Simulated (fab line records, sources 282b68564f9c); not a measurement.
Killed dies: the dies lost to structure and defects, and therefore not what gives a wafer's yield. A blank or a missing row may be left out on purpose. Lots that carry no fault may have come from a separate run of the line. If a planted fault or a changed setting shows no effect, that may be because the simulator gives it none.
A single fault, viewed from 2 desks    flow rit_cmos    numbers are kept per desk, each desk with only its own; the story behind them comes last

FROM THE METROLOGY DESK
Means of the sampled wafers that have a number, per lot and without regard to the tool the lot ran on: this is what the gauges read. If a lot's mean is further than 4 standard deviations from the usual mean, the lot is out of limits and carries the mark OUT (the distance appears in the brackets).
Columns: A = NWELL_TW at RIT_NWELL_TW_MEAS_10, usual 2141; B = SILICIDE_TI_RS at RIT_SILICIDE_RS_MEAS_02, usual 47.8 ohm/sq; C = SILICIDE_TI_THK at RIT_SILICIDE_THK_MEAS_03, usual 30.2 nm
lot   first seen here  A     B                C
L985  day 2 05:44      2136  47.4             30.4
L986  day 2 07:29      2140  47.5             30.3
L994  day 3 18:00      2170  53.6 (+8.0) OUT  27.7 (-6.6) OUT
L997  day 4 10:40      2166  47.2             30.3
L999  day 4 21:46      2172  48.2             30.1
L101  day 5 06:25      2160  47.7             30.4
L103  day 5 15:38      2162  47.5             30.4
L105  day 6 03:49      2131  47.6             30.4
L107  day 6 18:55      2123  48.1             30.1
L108  day 7 00:13      2156  47.7             30.3
This desk finds L994 out of limits, with the earliest case on L994 at day 5 00:45 (SILICIDE_TI_RS at RIT_SILICIDE_RS_MEAS_02). L985, L986, L997, L999, L101, L103, L105, L107, L108: within limits.

TOOL OWNER'S DESK, pvd_sputter-03
The tool's own readings at RIT_SILICIDE_SPUTTER_01 (material Ti, target thk 30 nm, time 240 s): means of the sampled wafers that have a number, for each lot that ran on this tool. If a lot's mean is further than 4 standard deviations from the usual mean, the lot is out of limits and carries the mark OUT (the distance appears in the brackets).
Columns: A = cathode_dc_power_W at RIT_SILICIDE_SPUTTER_01, usual 350.00 W; B = throttle_valve_pct at RIT_SILICIDE_SPUTTER_01, usual 29.7 %
lot   first seen here  A       B
L986  day 3 15:07      350.00  30.1
L994  day 5 00:36      350.05  29.5
L108  day 8 10:02      349.99  30.0
This desk's finding: nothing out of limits on any of the 3 lots.

BROUGHT TOGETHER
L994 would have let the metrology desk raise an alarm at day 5 00:45.
The desk of the tool owner found nothing out of limits.
Tool owner's desk: L994 on record, inside its limits.
The lots listed all ran RIT_SILICIDE_SPUTTER_01 on pvd_sputter-03.

WHAT THE SIMULATOR PUT IN
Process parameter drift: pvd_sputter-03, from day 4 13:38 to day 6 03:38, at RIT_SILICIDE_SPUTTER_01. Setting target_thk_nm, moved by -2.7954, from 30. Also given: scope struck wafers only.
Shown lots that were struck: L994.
Delay in hours, fault start to first out-of-limits reading, per desk: metrology desk 11.
